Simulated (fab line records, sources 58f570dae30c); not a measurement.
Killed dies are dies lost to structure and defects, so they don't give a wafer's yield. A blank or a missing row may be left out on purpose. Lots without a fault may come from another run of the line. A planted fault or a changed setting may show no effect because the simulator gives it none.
Which tool did it? | flow berkeley_cmos170 | 14 lots, 42 wafers sampled, at 5 steps of a route of 331

WHAT THE GAUGES READ, wafer by wafer
UCB170_SDANNEAL_RS_MEAS_03: measures by four-point-probe.
lot  | measured     | on            | NSD_RS (ohm/sq)
L650 | day 8 01:53  | film_metro-01 | 37.08 37.14 37.15
L651 | day 8 15:46  | film_metro-03 | 37.29 37.27 37.35
L652 | day 8 16:04  | film_metro-02 | 37.25 37.23 37.27
L655 | day 9 12:04  | film_metro-02 | 37.27 37.32 37.28
L654 | day 9 13:07  | film_metro-03 | 37.29 37.27 37.27
L658 | day 9 13:32  | film_metro-01 | 37.20 37.27 37.18
L657 | day 9 13:31  | film_metro-02 | 37.41 37.40 37.34
L659 | day 9 19:59  | film_metro-01 | 35.56 35.50 35.58
L661 | day 10 09:14 | film_metro-03 | 35.76 35.71 35.70
L666 | day 11 06:26 | film_metro-01 | 37.24 37.28 37.22
L667 | day 11 16:12 | film_metro-03 | 37.21 37.16 37.28
L668 | day 11 16:37 | film_metro-02 | 37.31 37.30 37.30
L670 | day 12 05:03 | film_metro-03 | 37.22 37.25 37.22
L673 | day 12 15:22 | film_metro-02 | 37.19 37.23 37.14

UCB170_V1_THK_MEAS_01.
lot  | measured     | on            | V1_TEOS_THK (nm)
L650 | day 8 11:35  | film_metro-03 | 2021 2054 2038
L651 | day 9 02:40  | film_metro-04 | 2012 2018 2020
L652 | day 9 04:00  | film_metro-04 | 2001 2038 2066
L655 | day 9 21:34  | film_metro-03 | 1949 1960 2005
L654 | day 10 00:14 | film_metro-03 | 2024 2014 2054
L658 | day 10 00:14 | film_metro-04 | 1972 2009 2001
L657 | day 10 01:34 | film_metro-03 | 1969 2000 2055
L659 | day 10 04:54 | film_metro-04 | 2016 2013 2043
L661 | day 10 18:32 | film_metro-01 | 1996 1994 2012
L666 | day 11 16:53 | film_metro-03 | 1954 1987 1997
L667 | day 12 03:01 | film_metro-01 | 1961 1999 1977
L668 | day 12 04:22 | film_metro-03 | 1971 2031 2064
L670 | day 12 17:01 | film_metro-01 | 1991 2031 2001
L673 | day 13 00:49 | film_metro-03 | 1981 1999 2033

WHICH TOOL RAN EACH LOT (tool, then ch and the chambers of the sampled wafers, then the start)
lot  | UCB170_NSD_IMPLANT_08           | UCB170_NSD_STRIP_09                  | UCB170_CONTACT_STRIP_19
L650 | implanter-02 ch 0, day 7 22:31  | plasma_asher-02 ch 0,1, day 7 22:39  | plasma_asher-02 ch 0,1, day 8 07:45
L651 | implanter-02 ch 0, day 8 14:19  | plasma_asher-02 ch 0,1, day 8 14:26  | plasma_asher-01 ch 0,1, day 8 22:19
L652 | implanter-03 ch 0, day 8 14:34  | plasma_asher-01 ch 0,1, day 8 14:42  | plasma_asher-01 ch 0,1, day 8 22:35
L655 | implanter-02 ch 0, day 9 09:54  | plasma_asher-03 ch 0,1, day 9 10:01  | plasma_asher-04 ch 0,1, day 9 16:59
L654 | implanter-04 ch 0, day 9 11:23  | plasma_asher-02 ch 0,1, day 9 11:31  | plasma_asher-02 ch 0,1, day 9 19:37
L658 | implanter-03 ch 0, day 9 11:37  | plasma_asher-01 ch 0,1, day 9 11:44  | plasma_asher-02 ch 0,1, day 9 20:06
L657 | implanter-02 ch 0, day 9 11:40  | plasma_asher-02 ch 0,1, day 9 11:47  | plasma_asher-01 ch 0,1, day 9 20:19
L659 | implanter-02 ch 0, day 9 18:13  | plasma_asher-02 ch 0,1, day 9 18:22  | plasma_asher-02 ch 0,1, day 10 00:52
L661 | implanter-02 ch 0, day 10 07:37 | plasma_asher-03 ch 0,1, day 10 07:44 | plasma_asher-01 ch 0,1, day 10 14:14
L666 | implanter-04 ch 0, day 11 04:26 | plasma_asher-03 ch 0,1, day 11 04:34 | plasma_asher-01 ch 0,1, day 11 11:18
L667 | implanter-04 ch 0, day 11 14:43 | plasma_asher-01 ch 0,1, day 11 14:52 | plasma_asher-01 ch 0,1, day 11 21:38
L668 | implanter-03 ch 0, day 11 15:00 | plasma_asher-02 ch 0,1, day 11 15:08 | plasma_asher-02 ch 0,1, day 11 22:26
L670 | implanter-03 ch 0, day 12 03:04 | plasma_asher-01 ch 0,1, day 12 03:13 | plasma_asher-01 ch 0,1, day 12 12:17
L673 | implanter-04 ch 0, day 12 13:05 | plasma_asher-02 ch 0,1, day 12 13:14 | plasma_asher-04 ch 0,1, day 12 21:09
- UCB170_NSD_IMPLANT_08
- UCB170_NSD_STRIP_09: strips in O2.
- UCB170_CONTACT_STRIP_19: strips in O2.

WHAT THE TOOLS THEMSELVES READ (means of the sampled wafers that have a number; where no wafer has one, the mark that the record gives instead)
UCB170_NSD_IMPLANT_08.
lot  | tool         | dose_ions_cm2 | faraday_current_uA
L650 | implanter-02 | 3e+15         | 9176
L651 | implanter-02 | 3e+15         | 9404
L652 | implanter-03 | 3e+15         | 9317
L655 | implanter-02 | 3e+15         | 8978
L654 | implanter-04 | 3e+15         | 9188
L658 | implanter-03 | 3e+15         | 9208
L657 | implanter-02 | 3e+15         | 9119
L659 | implanter-02 | 3e+15         | 10253
L661 | implanter-02 | 3e+15         | 10181
L666 | implanter-04 | 3e+15         | 9353
L667 | implanter-04 | 3e+15         | 9191
L668 | implanter-03 | 3e+15         | 9342
L670 | implanter-03 | 3e+15         | 9286
L673 | implanter-04 | 3e+15         | 9236

UCB170_NSD_STRIP_09.
lot  | tool            | drypump_motor_current_A (A) | oes_product_au (a.u.) | strip_time_to_endpoint_s (s)
L650 | plasma_asher-02 | 6.1                         | 0.539                 | 35.94
L651 | plasma_asher-02 | 6.1                         | 0.534                 | 35.81
L652 | plasma_asher-01 | 5.7                         | 0.534                 | 35.86
L655 | plasma_asher-03 | 5.4                         | 0.533                 | 35.72
L654 | plasma_asher-02 | 6.2                         | 0.534                 | 35.83
L658 | plasma_asher-01 | 6.1                         | 0.537                 | 35.90
L657 | plasma_asher-02 | 6.1                         | 0.533                 | 35.78
L659 | plasma_asher-02 | 6.1                         | 0.524                 | 36.80
L661 | plasma_asher-03 | 5.5                         | 0.524                 | 36.83
L666 | plasma_asher-03 | 5.5                         | 0.535                 | 35.71
L667 | plasma_asher-01 | 6.1                         | 0.534                 | 35.78
L668 | plasma_asher-02 | 6.1                         | 0.534                 | 35.79
L670 | plasma_asher-01 | 6.1                         | 0.533                 | 35.79
L673 | plasma_asher-02 | 6.2                         | 0.533                 | 35.89

UCB170_CONTACT_STRIP_19.
lot  | tool            | drypump_motor_current_A (A) | oes_product_au (a.u.)
L650 | plasma_asher-02 | 6.1                         | 0.731
L651 | plasma_asher-01 | 5.7                         | 0.724
L652 | plasma_asher-01 | 5.7                         | 0.725
L655 | plasma_asher-04 | 6.3                         | 0.723
L654 | plasma_asher-02 | 6.1                         | 0.725
L658 | plasma_asher-02 | 6.2                         | 0.729
L657 | plasma_asher-01 | 5.7                         | 0.725
L659 | plasma_asher-02 | 6.1                         | 0.725
L661 | plasma_asher-01 | 5.7                         | 0.730
L666 | plasma_asher-01 | 5.7                         | 0.727
L667 | plasma_asher-01 | 6.1                         | 0.727
L668 | plasma_asher-02 | 6.1                         | 0.727
L670 | plasma_asher-01 | 6.1                         | 0.723
L673 | plasma_asher-04 | 6.3                         | 0.726

THE ANSWER, worked out from the rows above alone
Rule: what is usual is taken from the lots themselves. Put in order of their means at a reading, lots are off if they are a third of the lots or fewer, leave a main group of 4 or more, and stand apart from it by a gap of 3 or more times the standard deviation of the main group's means; of several such gaps the widest counts. A main group whose means are all the same, to the digits that the tables above print for the reading, isn't used. A lot without any number at a reading at which 4 lots or more have one is off too. The other lots that the step has rows for count as sound. The gauges are gone through in route order, then the tools' own readings, and for those a lot's mean is taken as printed above. The first step at which some lot is off is used, and at that step the reading that is off furthest; a lot without a number counts as furthest.
Off: L659, L661, at UCB170_SDANNEAL_RS_MEAS_03 (NSD_RS). The main group: mean 37.25 ohm/sq, standard deviation 0.064.
A tool fits if, at a process step before that reading, it ran every lot that is off, and no sound lot after the first of them. The gauges at UCB170_SDANNEAL_RS_MEAS_03 aren't tried: what is off there is off at UCB170_NSD_IMPLANT_08 too, on other tools, and a gauge's error can't cause that. One fits: implanter-02 at UCB170_NSD_IMPLANT_08. Its last sound lot is L657 (day 9 11:40), its first lot that is off L659 (day 9 18:13): a fault that began between those two fits.
The tool's own readings at UCB170_NSD_IMPLANT_08 bear it out: on the lots that are off they differ by more than 5 times the standard deviation of the sound lots' means. faraday_current_uA reads 10217 there against 9233 on the sound lots.

WHAT THE SIMULATOR HAD PUT IN
Process parameter drift: implanter-02, from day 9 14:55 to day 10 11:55, at UCB170_NSD_IMPLANT_08. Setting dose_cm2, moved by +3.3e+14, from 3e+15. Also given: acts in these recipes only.
Lots struck among those shown: L659, L661. The rule above found the same.
